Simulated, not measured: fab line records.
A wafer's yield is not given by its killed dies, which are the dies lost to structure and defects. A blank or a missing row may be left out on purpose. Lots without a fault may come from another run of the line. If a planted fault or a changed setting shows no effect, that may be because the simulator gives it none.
fab line records -- flow berkeleyCmos170
[record] lots = 14, wafers = 42, lastDay = 12
route steps=331 shown NWELL@16 PWELL@50 PLDD@153 CONTACT@233
lots that met no fault: from a run of the same line without faults
startH: the number of hours between the record's first day and the start of the first shown wafer of the lot -- waitH: time in hours since the lot's previous step -- " unchanged from the row above -- L1.1+2: a single row standing in for several wafers -- - either no value or no given start -- * or withheld: withheld -- < > ~ a bound
route shown NAME@n: NAME is a module with steps in the file, n the number in the route of the first one -- usual: mean/standard deviation taken from wafers without a fault -- same: alike in all rows -- chamber/n: place in a boat -- sites: each site's reading -- _std_site: their standard deviation -- _edge_site: the outer-site mean with the inner-site mean subtracted -- radiusMm: for every site, how far away it sits from the centre of the wafer -- mask NAME#n: copy n -- behind: tool/chamber where the wafer was last shaped -- hold: what put the lot on hold/how long, in hours/how the hold closed -- device: which transistor (n, p or np) failed to switch -- end of line: tests run on the same wafers once the route is complete -- a step with no rows: only its recipe -- killed: dies that structure and defects cost at the first sort, which is not the same as the wafer's yield -- map: per-die view of a wafer (x killed, . not killed, _ where there is no die)
set.NAME: the setting as run; set.NAME@STEP: as run at that earlier step -- model.NAME: the simulator's own value behind a step, which no gauge read
route steps across a sampled set of lots; one table per step, one row per wafer
services: from which hour (startH, from the record's first day; less than 0 if before it) a tool's chamber was out of use, for how many hours, and why
[[steps]]
[step UCB170_NWELL_THK_MEAS_02]
[recipe] reads = SiO2_of_NWELL_OXIDATION_01
[usual] NWELL_OXIDE_THK = 26.3/0.59
lot.wafer,tool,chamber,startH,waitH,NWELL_OXIDE_THK[nm]
L817.2,filmMetro-01,-,27.42,0.0,26.6
L817.4,filmMetro-01,-,27.42,0.0,26.6
L817.5,filmMetro-01,-,27.42,0.0,27.0
L821.2,filmMetro-02,-,53.07,0.0,25.1
L821.3,filmMetro-02,-,53.07,0.0,25.3
L821.6,filmMetro-02,-,53.07,0.0,25.9
L824.1,filmMetro-01,-,62.00,0.0,26.1
L824.5,filmMetro-01,-,62.00,0.0,26.8
L824.6,filmMetro-01,-,62.00,0.0,26.3
L823.3,filmMetro-04,-,62.02,0.0,26.6
L823.5,filmMetro-04,-,62.02,0.0,26.7
L823.6,filmMetro-04,-,62.02,0.0,26.7
L825.2,filmMetro-02,-,77.81,0.0,26.5
L825.3,filmMetro-02,-,77.81,0.0,26.4
L825.6,filmMetro-02,-,77.81,0.0,26.0
L827.1,filmMetro-01,-,87.23,0.1,26.2
L827.3,filmMetro-01,-,87.23,0.1,26.2
L827.5,filmMetro-01,-,87.23,0.1,25.9
L828.3,filmMetro-04,-,87.28,0.1,26.2
L828.4,filmMetro-04,-,87.28,0.1,25.9
L828.6,filmMetro-04,-,87.28,0.1,26.2
L830.2,filmMetro-02,-,98.86,0.0,25.9
L830.3,filmMetro-02,-,98.86,0.0,26.6
L830.6,filmMetro-02,-,98.86,0.0,25.9
L829.3,filmMetro-04,-,98.87,0.0,26.4
L829.5,filmMetro-04,-,98.87,0.0,26.9
L829.6,filmMetro-04,-,98.87,0.0,26.7
L832.2,filmMetro-04,-,109.73,0.0,25.8
L832.4,filmMetro-04,-,109.73,0.0,25.7
L832.6,filmMetro-04,-,109.73,0.0,25.7
L834.4,filmMetro-01,-,118.15,0.0,27.1
L834.5,filmMetro-01,-,118.15,0.0,27.5
L834.6,filmMetro-01,-,118.15,0.0,27.0
L836.2,filmMetro-04,-,126.75,0.0,25.9
L836.4,filmMetro-04,-,126.75,0.0,25.8
L836.5,filmMetro-04,-,126.75,0.0,26.0
L837.3,filmMetro-02,-,126.76,0.0,24.9
L837.5,filmMetro-02,-,126.76,0.0,25.0
L837.6,filmMetro-02,-,126.76,0.0,25.3
L838.1,filmMetro-02,-,135.80,0.0,27.0
L838.3,filmMetro-02,-,135.80,0.0,27.0
L838.4,filmMetro-02,-,135.80,0.0,26.6
[step UCB170_PWELL_STRIP_16]
[recipe] chemistry = O2, powerW = 400, pressureMtorr = 3500, platenTempC = withheld, o2FlowSccm = 400, overashFraction = 0.5
[usual] drypumpMotorCurrentA = 5.39/0.29, oesProductAu = 0.721/0.0047, stripTimeToEndpointS = 18.08/0.077
lot.wafer,tool,chamber,startH,waitH,drypumpMotorCurrentA,oesProductAu,rfHoursCounterH,stripTimeToEndpointS
L817.2,plasmaAsher-01,0,55.64,0.1,5.93,0.727,31,18.03
L817.4,plasmaAsher-01,1,55.64,0.1,5.25,0.718,-,18.19
L817.5,plasmaAsher-01,1,55.64,0.1,5.26,0.716,-,18.06
L821.2,plasmaAsher-02,1,77.92,0.1,5.41,0.727,28,18.04
L821.3,plasmaAsher-02,1,77.92,0.1,5.38,0.730,-,18.00
L821.6,plasmaAsher-02,0,77.92,0.1,5.52,0.718,-,17.86
L823.3,plasmaAsher-01,1,101.23,0.1,5.24,0.722,-,17.98
L823.5,plasmaAsher-01,1,101.23,0.1,5.25,0.721,-,17.99
L823.6,plasmaAsher-01,0,101.23,0.1,5.91,0.720,-,17.95
L824.1,plasmaAsher-01,1,101.43,0.1,5.24,0.721,35,18.16
L824.5,plasmaAsher-01,1,101.43,0.1,5.25,0.718,-,18.17
L824.6,plasmaAsher-01,0,101.43,0.1,5.93,0.720,-,18.09
L825.2,plasmaAsher-04,0,112.69,0.1,5.35,0.722,41,18.12
L825.3,plasmaAsher-04,0,112.69,0.1,5.33,0.727,-,18.06
L825.6,plasmaAsher-04,0,112.69,0.1,5.35,0.720,-,18.11
L828.3,plasmaAsher-04,0,116.05,0.1,5.35,0.724,-,18.10
L828.4,plasmaAsher-04,1,116.05,0.1,4.98,0.730,-,18.12
L828.6,plasmaAsher-04,0,116.05,0.1,5.34,0.725,-,18.17
L827.1,plasmaAsher-04,1,116.79,0.1,5.01,0.723,42,18.02
L827.3,plasmaAsher-04,0,116.79,0.1,5.34,0.716,-,18.06
L827.5,plasmaAsher-04,0,116.79,0.1,5.36,0.721,-,18.14
L830.2,plasmaAsher-02,0,128.62,0.1,5.50,0.719,32,18.02
L830.3,plasmaAsher-02,0,128.62,0.1,5.52,0.720,-,18.06
L830.6,plasmaAsher-02,1,128.62,0.1,5.37,0.723,-,18.10
L829.3,plasmaAsher-04,0,128.93,0.1,5.34,0.720,-,18.20
L829.5,plasmaAsher-04,0,128.93,0.1,5.34,0.715,-,18.15
L829.6,plasmaAsher-04,1,128.93,0.1,4.98,0.729,-,18.22
L832.2,plasmaAsher-02,1,134.72,0.1,5.40,0.720,33,18.26
L832.4,plasmaAsher-02,1,134.72,0.1,5.43,0.721,-,18.14
L832.6,plasmaAsher-02,0,134.72,0.1,5.51,0.724,-,18.07
L834.4,plasmaAsher-01,0,141.98,0.1,5.95,0.719,-,18.10
L834.5,plasmaAsher-01,0,141.98,0.1,5.92,0.725,-,18.20
L834.6,plasmaAsher-01,1,141.98,0.1,5.26,0.727,-,18.04
L837.3,plasmaAsher-01,0,150.14,0.1,5.92,0.714,-,18.14
L837.5,plasmaAsher-01,0,150.14,0.1,5.92,0.724,-,18.13
L837.6,plasmaAsher-01,1,150.14,0.1,5.22,0.726,-,18.16
L836.2,plasmaAsher-04,1,150.37,0.1,4.99,0.723,46,18.08
L836.4,plasmaAsher-04,0,150.37,0.1,5.33,0.718,-,18.08
L836.5,plasmaAsher-04,1,150.37,0.1,4.97,0.723,-,18.02
L838.1,plasmaAsher-04,1,162.52,0.1,5.00,0.716,47,18.14
L838.3,plasmaAsher-04,0,162.52,0.1,5.35,0.717,-,18.15
L838.4,plasmaAsher-04,1,162.52,0.1,4.99,0.711,-,18.12
[step UCB170_PLDD_IMPLANT_08]
[recipe] species = BF2, doseCm2 = 5e+13, energyKev = 10, tiltDeg = 7, rotationDeg = 0
[usual] beamOnS = 10.01/0.19, doseIonsCm2 = 5e+13/4.6e+10, faradayCurrentUA = 158.4/2.9
lot.wafer,tool,chamber,startH,waitH,beamOnS,doseIonsCm2,faradayCurrentUA
L817.2,implanter-04,0,152.78,0.0,9.89,4.999e+13,160.4
L817.4,implanter-04,0,152.78,0.0,10.34,5.002e+13,153.2
L817.5,implanter-04,0,152.78,0.0,9.84,5.002e+13,161.4
L821.2,implanter-02,0,165.57,0.0,10.12,4.996e+13,156.9
L821.3,implanter-02,0,165.57,0.0,9.87,5e+13,160.3
L821.6,implanter-02,0,165.57,0.0,9.85,4.999e+13,160.4
L823.3,implanter-04,0,181.33,0.1,9.91,4.997e+13,160.4
L823.5,implanter-04,0,181.33,0.1,10.17,5.002e+13,156.1
L823.6,implanter-04,0,181.33,0.1,10.29,5.002e+13,154.6
L824.1,implanter-02,0,181.53,0.0,10.08,5.001e+13,157.5
L824.5,implanter-02,0,181.53,0.0,9.88,4.995e+13,160.1
L824.6,implanter-02,0,181.53,0.0,10.00,4.999e+13,158.6
L828.3,implanter-01,0,191.40,0.1,9.72,4.991e+13,162.4
L828.4,implanter-01,0,191.40,0.1,9.85,4.998e+13,160.1
L828.6,implanter-01,0,191.40,0.1,10.21,4.999e+13,155.3
L827.1,implanter-02,0,191.59,0.0,9.85,4.999e+13,161.2
L827.3,implanter-02,0,191.59,0.0,10.10,5.003e+13,157.1
L827.5,implanter-02,0,191.59,0.0,10.24,5e+13,155.1
L825.2,implanter-02,0,191.98,0.0,37.94,2.4997e+14,209.6
L825.3,implanter-02,0,191.98,0.0,37.48,2.499e+14,212.1
L825.6,implanter-02,0,191.98,0.0,37.66,2.4991e+14,210.8
L829.3,implanter-02,0,204.84,0.1,38.38,2.5e+14,207.4
L829.5,implanter-02,0,204.84,0.1,37.86,2.5001e+14,210.0
L829.6,implanter-02,0,204.84,0.1,37.32,2.4998e+14,212.5
L830.2,implanter-04,0,205.37,0.0,9.96,4.999e+13,159.2
L830.3,implanter-04,0,205.37,0.0,10.16,5.002e+13,156.1
L830.6,implanter-04,0,205.37,0.0,9.93,4.992e+13,159.4
L832.2,implanter-01,0,205.54,0.0,10.04,5.003e+13,157.6
L832.4,implanter-01,0,205.54,0.0,10.24,5.004e+13,154.4
L832.6,implanter-01,0,205.54,0.0,10.06,4.998e+13,157.8
L834.4,implanter-04,0,224.99,0.1,10.07,5.002e+13,157.4
L834.5,implanter-04,0,224.99,0.1,9.52,4.999e+13,165.4
L834.6,implanter-04,0,224.99,0.1,10.15,4.999e+13,156.4
L836.2,implanter-01,0,235.93,0.0,10.21,4.996e+13,154.8
L836.4,implanter-01,0,235.93,0.0,9.93,5.002e+13,159.1
L836.5,implanter-01,0,235.93,0.0,9.82,5.006e+13,161.3
L837.3,implanter-01,0,236.25,0.3,9.80,5.001e+13,161.5
L837.5,implanter-01,0,236.25,0.3,10.20,5.001e+13,155.4
L837.6,implanter-01,0,236.25,0.3,10.25,4.994e+13,154.9
L838.1,implanter-04,0,241.23,0.0,10.00,4.996e+13,158.0
L838.3,implanter-04,0,241.23,0.0,9.86,5e+13,160.3
L838.4,implanter-04,0,241.23,0.0,9.83,4.999e+13,161.4
[step UCB170_PLDD_TW_MEAS_11]
[usual] PLDD_TW = 1014/14
lot.wafer,tool,chamber,startH,waitH,PLDD_TW
L817.2,filmMetro-03,-,153.17,0.1,1013
L817.4,filmMetro-03,-,153.17,0.1,1007
L817.5,filmMetro-03,-,153.17,0.1,1008
L821.2,filmMetro-01,-,165.95,0.1,998
L821.3,filmMetro-01,-,165.95,0.1,999
L821.6,filmMetro-01,-,165.95,0.1,1002
L823.3,filmMetro-01,-,181.70,0.1,997
L823.5,filmMetro-01,-,181.70,0.1,998
L823.6,filmMetro-01,-,181.70,0.1,999
L824.1,filmMetro-04,-,181.93,0.1,1039
L824.5,filmMetro-04,-,181.93,0.1,1033
L824.6,filmMetro-04,-,181.93,0.1,1032
L828.3,filmMetro-03,-,191.77,0.1,1010
L828.4,filmMetro-03,-,191.77,0.1,1017
L828.6,filmMetro-03,-,191.77,0.1,1016
L827.1,filmMetro-04,-,191.99,0.1,1023
L827.3,filmMetro-04,-,191.99,0.1,1027
L827.5,filmMetro-04,-,191.99,0.1,1027
L825.2,filmMetro-01,-,192.36,0.1,1398
L825.3,filmMetro-01,-,192.36,0.1,1396
L825.6,filmMetro-01,-,192.36,0.1,1389
L829.3,filmMetro-04,-,205.21,0.1,1436
L829.5,filmMetro-04,-,205.21,0.1,1432
L829.6,filmMetro-04,-,205.21,0.1,1443
L830.2,filmMetro-01,-,205.75,0.1,994
L830.3,filmMetro-01,-,205.75,0.1,993
L830.6,filmMetro-01,-,205.75,0.1,1002
L832.2,filmMetro-03,-,205.93,0.1,1019
L832.4,filmMetro-03,-,205.93,0.1,1013
L832.6,filmMetro-03,-,205.93,0.1,1017
L834.4,filmMetro-03,-,225.35,0.1,1018
L834.5,filmMetro-03,-,225.35,0.1,1011
L834.6,filmMetro-03,-,225.35,0.1,1013
L836.2,filmMetro-04,-,236.31,0.1,1041
L836.4,filmMetro-04,-,236.31,0.1,1036
L836.5,filmMetro-04,-,236.31,0.1,1029
L837.3,filmMetro-03,-,236.62,0.1,1018
L837.5,filmMetro-03,-,236.62,0.1,1012
L837.6,filmMetro-03,-,236.62,0.1,1018
L838.1,filmMetro-04,-,241.66,0.1,1035
L838.3,filmMetro-04,-,241.66,0.1,1031
L838.4,filmMetro-04,-,241.66,0.1,1031
[step UCB170_SDANNEAL_RS_MEAS_04]
[recipe] thkMeasGauge = four-point-probe
[usual] PLDD_RS = 1033.4/2.4
lot.wafer,tool,chamber,startH,waitH,PLDD_RS[ohm/sq]
L817.2,filmMetro-03,-,166.08,0.1,1031.3
L817.4,filmMetro-03,-,166.08,0.1,1027.1
L817.5,filmMetro-03,-,166.08,0.1,1031.9
L821.2,filmMetro-01,-,179.23,0.1,1034.4
L821.3,filmMetro-01,-,179.23,0.1,1033.1
L821.6,filmMetro-01,-,179.23,0.1,1028.5
L824.1,filmMetro-04,-,197.17,0.1,1030.4
L824.5,filmMetro-04,-,197.17,0.1,1031.0
L824.6,filmMetro-04,-,197.17,0.1,1031.2
L823.3,filmMetro-01,-,197.21,0.1,1032.3
L823.5,filmMetro-01,-,197.21,0.1,1032.1
L823.6,filmMetro-01,-,197.21,0.1,1034.1
L827.1,filmMetro-03,-,211.95,0.1,1033.4
L827.3,filmMetro-03,-,211.95,0.1,1033.5
L827.5,filmMetro-03,-,211.95,0.1,1033.1
L828.3,filmMetro-01,-,211.99,0.1,1034.0
L828.4,filmMetro-01,-,211.99,0.1,1033.9
L828.6,filmMetro-01,-,211.99,0.1,1037.6
L825.2,filmMetro-04,-,212.20,0.1,461.9
L825.3,filmMetro-04,-,212.20,0.1,461.9
L825.6,filmMetro-04,-,212.20,0.1,461.0
L829.3,filmMetro-04,-,221.62,0.1,461.4
L829.5,filmMetro-04,-,221.62,0.1,462.2
L829.6,filmMetro-04,-,221.62,0.1,462.4
L832.2,filmMetro-01,-,221.82,0.1,1033.2
L832.4,filmMetro-01,-,221.82,0.1,1035.8
L832.6,filmMetro-01,-,221.82,0.1,1037.6
L830.2,filmMetro-03,-,222.05,0.1,1030.7
L830.3,filmMetro-03,-,222.05,0.1,1031.1
L830.6,filmMetro-03,-,222.05,0.1,1029.5
L834.4,filmMetro-03,-,242.52,0.1,1031.3
L834.5,filmMetro-03,-,242.52,0.1,1033.7
L834.6,filmMetro-03,-,242.52,0.1,1031.3
L836.2,filmMetro-01,-,252.74,0.1,1033.9
L836.4,filmMetro-01,-,252.74,0.1,1032.6
L836.5,filmMetro-01,-,252.74,0.1,1037.4
L837.3,filmMetro-04,-,255.66,0.1,1034.8
L837.5,filmMetro-04,-,255.66,0.1,1034.9
L837.6,filmMetro-04,-,255.66,0.1,1033.6
L838.1,filmMetro-03,-,256.15,0.1,1033.2
L838.3,filmMetro-03,-,256.15,0.1,1035.9
L838.4,filmMetro-03,-,256.15,0.1,1032.9
[step UCB170_CONTACT_ETCH_17]
[recipe] chemistry = N2/H2, targetDepthA = withheld, overetchA = withheld, target = BARC, timeS = withheld, sourceW = 500, biasW = 100, pressureMtorr = 30, n2FlowSccm = 100, h2FlowSccm = 200
[usual] drypumpMotorCurrentA = 5.6/0.42, oesProductAu = 0.998/0.017, throttleValvePct = 13.29/0.16
lot.wafer,tool,chamber,startH,waitH,drypumpMotorCurrentA,oesProductAu,throttleValvePct
L817.2,rieDiel-04,0,172.27,0.0,6.3,0.994,13.19
L817.4,rieDiel-04,1,172.27,0.0,5.4,0.981,13.00
L817.5,rieDiel-04,2,172.27,0.0,5.8,1.019,13.48
L821.2,rieDiel-03,0,188.49,0.0,5.7,0.986,13.39
L821.3,rieDiel-03,3,188.49,0.0,5.2,0.998,13.53
L821.6,rieDiel-03,3,188.49,0.0,5.2,1.013,13.53
L823.3,rieDiel-04,0,203.39,0.0,6.3,0.992,13.21
L823.5,rieDiel-04,2,203.39,0.0,5.8,1.013,13.50
L823.6,rieDiel-04,3,203.39,0.0,5.5,1.024,13.28
L824.1,rieDiel-01,3,203.51,0.0,5.4,1.001,13.08
L824.5,rieDiel-01,0,203.51,0.0,5.5,0.994,13.24
L824.6,rieDiel-01,3,203.51,0.0,5.4,0.998,13.11
L828.3,rieDiel-03,3,217.32,0.0,5.3,0.992,13.55
L828.4,rieDiel-03,0,217.32,0.0,5.6,0.987,13.39
L828.6,rieDiel-03,3,217.32,0.0,5.2,0.993,13.51
L827.1,rieDiel-04,1,217.56,0.0,5.4,0.983,13.00
L827.3,rieDiel-04,2,217.56,0.0,5.8,1.020,13.50
L827.5,rieDiel-04,1,217.56,0.0,5.5,0.963,12.98
L825.2,rieDiel-01,1,218.04,0.0,4.8,1.005,13.44
L825.3,rieDiel-01,0,218.04,0.0,5.5,0.986,13.23
L825.6,rieDiel-01,3,218.04,0.0,5.3,1.005,13.08
L829.3,rieDiel-03,2,227.72,0.0,6.4,1.001,13.13
L829.5,rieDiel-03,3,227.72,0.0,5.2,0.987,13.54
L829.6,rieDiel-03,0,227.72,0.0,5.7,0.991,13.38
L830.2,rieDiel-04,1,228.39,0.0,5.4,0.978,12.99
L830.3,rieDiel-04,2,228.39,0.0,5.8,1.027,13.50
L830.6,rieDiel-04,2,228.39,0.0,5.8,1.009,13.51
L832.2,rieDiel-01,0,228.58,0.0,5.5,1.001,13.23
L832.4,rieDiel-01,1,228.58,0.0,4.8,1.016,13.45
L832.6,rieDiel-01,0,228.58,0.0,5.5,0.997,13.25
L834.4,rieDiel-01,2,249.15,0.0,5.9,1.041,13.26
L834.5,rieDiel-01,3,249.15,0.0,5.3,1.000,13.10
L834.6,rieDiel-01,0,249.15,0.0,5.5,1.001,13.23
L836.2,rieDiel-03,2,258.68,0.0,6.4,1.005,13.12
L836.4,rieDiel-03,1,258.68,0.0,5.8,0.988,13.17
L836.5,rieDiel-03,1,258.68,0.0,5.8,0.972,13.18
L837.3,rieDiel-03,2,261.33,0.0,6.4,0.996,13.12
L837.5,rieDiel-03,0,261.33,0.0,5.7,0.995,13.39
L837.6,rieDiel-03,3,261.33,0.0,5.2,0.988,13.53
L838.1,rieDiel-01,0,262.51,0.0,5.5,0.986,13.24
L838.3,rieDiel-01,2,262.51,0.0,5.9,1.030,13.27
L838.4,rieDiel-01,1,262.51,0.0,4.8,0.998,13.45
[[services]]
tool,chamber,startH,hours,kind
rieDiel-01,0,38.91,10.7,repair
rieDiel-01,0,55.76,7.9,repair
implanter-02,-,69.37,3.0,pm
rieDiel-01,0,73.66,5.8,repair
rieDiel-03,1,73.71,2.8,repair
rieDiel-03,3,74.03,19.3,repair
rieDiel-03,0,75.40,2.8,repair
implanter-02,-,80.95,4.1,repair
rieDiel-04,1,87.32,1.6,repair
rieDiel-03,3,95.68,9.5,repair
implanter-01,-,100.31,0.9,repair
plasmaAsher-01,-,108.75,9.0,pm
rieDiel-04,3,118.32,3.7,repair
implanter-04,-,123.93,2.8,repair
plasmaAsher-01,-,139.20,2.4,repair
rieDiel-04,2,155.25,5.1,repair
implanter-04,-,183.40,11.4,repair
implanter-01,-,183.76,5.9,pm
implanter-01,-,209.08,3.1,repair
implanter-02,-,217.03,1.5,repair
implanter-02,-,233.73,4.8,repair
implanter-04,-,235.32,3.8,repair
implanter-02,-,250.00,17.3,pm
plasmaAsher-01,-,251.91,3.9,repair
[[key]]
[firstSign] step = UCB170_PLDD_IMPLANT_08, reading = doseIonsCm2, direction = up, sigmas = 99+, usual = 5e+13, struck = 2.4996e+14
[effect] step = UCB170_PLDD_IMPLANT_08, reading = beamOnS, direction = up, sigmas = 99+, usual = 10.01, struck = 37.77
[effect] step = UCB170_PLDD_TW_MEAS_11, reading = PLDD_TW, direction = up, sigmas = 28, usual = 1014, struck = 1416
[effect] step = UCB170_SDANNEAL_RS_MEAS_04, reading = PLDD_RS, direction = down, sigmas = 99+, usual = 1033.4, struck = 461.8
metAt UCB170_PLDD_IMPLANT_08
struckLots L825,L829
rowsEnd L825.2,L829.3,L829.5,L829.6
testerLeftOut L825
notActingAt UCB170_NWELL_THK_MEAS_02,UCB170_PWELL_STRIP_16,UCB170_CONTACT_ETCH_17
onsetBetween 191.59 191.98
[fault] kind = processParameterDrift, tool = implanter-02, chamber = -, onsetH = 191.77, steps = UCB170_PLDD_IMPLANT_08, channel = doseCm2, offset = 2e+14, shape = step, endH = 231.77, actsIn = theseRecipesOnly, stated = 5e+13
// testerLeftOut: of these lots the tester's yield and bins aren't shown, on N5 and GAA mostly nor the transistor test; their killed dies are dies lost to structure and defects alone, not to doping, threshold or leakage, so they don't give the yield
// rowsEnd: these wafers met a further fault down the route, and their rows from its step on are left out
